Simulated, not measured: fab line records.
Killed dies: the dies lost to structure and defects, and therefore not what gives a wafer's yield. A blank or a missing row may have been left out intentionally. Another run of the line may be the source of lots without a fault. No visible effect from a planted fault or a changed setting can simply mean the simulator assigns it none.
Split-lot experiment -- flow berkeleyCmos170 -- on a route of 331 steps: 5 lots, 27 wafers read

== SPLIT DETAILS ==
At UCB170_ZERO_ETCH_06 (etches SiO2 in CHF3/CF4/Ar, time 12 s), the setting targetDepthA was moved away from the recipe's 516 angstrom on 6 of the 27 wafers read, by -24.9% to +28.0%. All remaining wafers had this setting at the recipe value.

The split's own step is where the reading is taken.

== THE READING ==
oesProductAu, in a.u., at UCB170_ZERO_ETCH_06 (etches SiO2 in CHF3/CF4/Ar, time 12 s). A value of 0.614 a.u. with a standard deviation of 0.012 a.u. is what fault-free wafers of this fab line usually give.

wafer,"tool, chamber at the split","targetDepthA as run, angstrom",against the recipe,"oesProductAu, a.u.",against lot-mates on the recipe
L074.1,"rieDiel-02, 0",516,recipe,0.632,-
L074.2,"rieDiel-02, 2",516,recipe,0.621,-
L074.3,"rieDiel-02, 3",516,recipe,0.598,-
L075.1,"rieDiel-02, 0",387.6,-24.9%,0.698,+0.077
L075.2,"rieDiel-02, 3",516,recipe,0.608,-
L075.3,"rieDiel-02, 1",387.6,-24.9%,0.713,+0.092
L075.4,"rieDiel-02, 2",516,recipe,0.625,-
L075.5,"rieDiel-02, 1",516,recipe,0.629,-
L075.6,"rieDiel-02, 2",387.6,-24.9%,0.702,+0.081
L076.1,"rieDiel-02, 0",516,recipe,0.620,-
L076.2,"rieDiel-02, 2",516,recipe,0.612,-
L076.3,"rieDiel-02, 3",516,recipe,0.611,-
L076.4,"rieDiel-02, 1",516,recipe,0.631,-
L076.5,"rieDiel-02, 3",516,recipe,0.609,-
L076.6,"rieDiel-02, 2",516,recipe,0.628,-
L080.1,"rieDiel-01, 3",516,recipe,0.609,-
L080.2,"rieDiel-01, 1",516,recipe,0.596,-
L080.3,"rieDiel-01, 0",516,recipe,0.614,-
L080.4,"rieDiel-01, 0",516,recipe,0.615,-
L080.5,"rieDiel-01, 3",516,recipe,0.611,-
L080.6,"rieDiel-01, 1",516,recipe,0.605,-
L084.1,"rieDiel-04, 2",660.5,+28.0%,0.550,-0.056
L084.2,"rieDiel-04, 0",516,recipe,0.607,-
L084.3,"rieDiel-04, 3",660.5,+28.0%,0.543,-0.063
L084.4,"rieDiel-04, 3",516,recipe,0.604,-
L084.5,"rieDiel-04, 0",516,recipe,0.606,-
L084.6,"rieDiel-04, 2",660.5,+28.0%,0.554,-0.052

FIT RESULTS
A straight line over all 27 wafers: oesProductAu changes by -0.00291 a.u. for each +1% of targetDepthA; r = -0.95; the points scatter about the line by 0.012 a.u.
The same after taking each lot's own level away (the mean of its wafers on the recipe; 27 wafers): -0.00262 a.u. for each +1%; r = -0.95; scatter 0.011 a.u.
Per that fit: largest targetDepthA move, reading shift of 0.073 a.u.
Measured against the standard deviation above, the lots' own levels, which go from 0.6057 to 0.6207 a.u., span 1.3 times it.
Thus the slope moves with the lot-to-lot level: the two fits are different.
Check: -0.0734 a.u. against its lot-mates is what the line predicts for one of the wafers moved furthest among these (+28.0%) when that wafer is left out of the fit. Against them it came out at -0.0557 a.u.
Tool readings at the split's step, against how far the setting was moved: oesProductAu r = -0.95.

== OTHER SPLITS ON THESE WAFERS ==
Other splits were also applied to these wafers ahead of the reading. Each is held against what the fit with the lots' levels taken away leaves over:
other split on the same wafers,wafers away from the commonest value,r with oesProductAu (lot level and that fit taken away)
UCB170_START_OXIDATION_02 oxTimeS,18,+0.08

== THE FILE'S OWN FIT ==
oesProductAu changes by -0.00262 a.u. for each +1% of targetDepthA, r = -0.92.
